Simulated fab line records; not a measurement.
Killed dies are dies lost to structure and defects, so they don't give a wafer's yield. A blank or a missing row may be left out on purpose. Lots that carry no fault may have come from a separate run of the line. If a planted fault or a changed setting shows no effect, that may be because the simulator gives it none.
2 desks, one fault | flow rit-cmos | each desk holds nothing but its own numbers, with what lay behind them at the end

== DESK OF THE TOOL OWNER: implanter-02 ==
RIT_NRETRO_IMPLANT_08, tool's own readings: per-lot mean of the sampled wafers with a number, covering each lot this tool ran. Marked OUT: a lot whose mean sits more than 4 standard deviations from the usual mean, which makes it out of limits; the brackets give that distance.
Columns: A = beam-energy-keV at RIT_NRETRO_IMPLANT_08, usual 69.998
lot  | first seen here | A
L635 | day 2 14:35     | 70.001
L637 | day 2 23:16     | 69.980
L638 | day 3 02:59     | 70.031
L639 | day 3 08:16     | 70.007
L641 | day 3 17:04     | 69.995
L646 | day 4 18:04     | 70.026
L649 | day 5 09:38     | 69.986
L651 | day 5 19:46     | 79.107 (+99 or more) OUT
This desk's verdict: out of limits on L651, starting with L651 at day 5 19:46 (beam-energy-keV at RIT_NRETRO_IMPLANT_08). L635, L637, L638, L639, L641, L646, L649: within limits.

== METROLOGY DESK ==
What the gauges read for every lot (on any tool): the sampled wafers with a number, averaged. Marked OUT: a lot whose mean sits more than 4 standard deviations from the usual mean, which makes it out of limits; the brackets give that distance.
Columns: A = INCOMING_BOW at RIT_ACTIVE_BOW_MEAS_00, usual 0 um; B = FOX1_OXIDE_THK at RIT_FOX1_THK_MEAS_01, usual 349 nm; C = NRETRO_TW at RIT_NRETRO_TW_MEAS_10, usual 1052; D = PRETRO_OVL at RIT_PRETRO_OVL_MEAS_06, usual -0.1 nm
lot  | first seen here | A  | B   | C               | D
L634 | day 1 10:02     | -2 | 346 | 1053            | 0.7
L635 | day 1 15:00     | -4 | 338 | 1053            | 0.5
L637 | day 2 01:00     | -3 | 335 | 1053            | 1.6
L638 | day 2 06:01     | -9 | 339 | 1066            | -0.9
L639 | day 2 11:02     | -6 | 355 | 1044            | -1.0
L641 | day 2 21:00     | -2 | 353 | 1066            | -1.5
L644 | day 3 12:00     | 0  | 357 | 1038            | -0.0
L645 | day 3 17:01     | 3  | 349 | 1046            | 1.8
L646 | day 3 22:00     | -1 | 349 | 1045            | -0.9
L649 | day 4 13:01     | -8 | 352 | 1049            | 1.3
L651 | day 4 23:00     | 5  | 341 | 1082 (+4.1) OUT | 2.5
L654 | day 5 14:00     | 1  | 354 | 1057            | 0.0
L656 | day 6 00:00     | -1 | 350 | 1051            | 0.3
This desk's result: L651 out of limits, first on L651 (NRETRO_TW at RIT_NRETRO_TW_MEAS_10), day 5 20:05. L634, L635, L637, L638, L639, L641, L644, L645, L646, L649, L654, L656: within limits.

== TAKEN TOGETHER ==
The tool owner's desk could have raised an alarm at day 5 19:46, on L651.
L651 would have let the metrology desk raise an alarm at day 5 20:05.
The lots listed all ran RIT_NRETRO_IMPLANT_08 on implanter-02.

== WHAT WAS PUT IN BY THE SIMULATOR ==
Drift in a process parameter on implanter-02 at RIT_NRETRO_IMPLANT_08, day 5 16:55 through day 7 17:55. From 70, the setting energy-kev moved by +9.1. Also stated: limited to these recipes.
Shown lots that were struck: L651.
Time in hours from fault onset to the first out-of-limits reading at each desk: tool owner's desk 3, metrology desk 3.
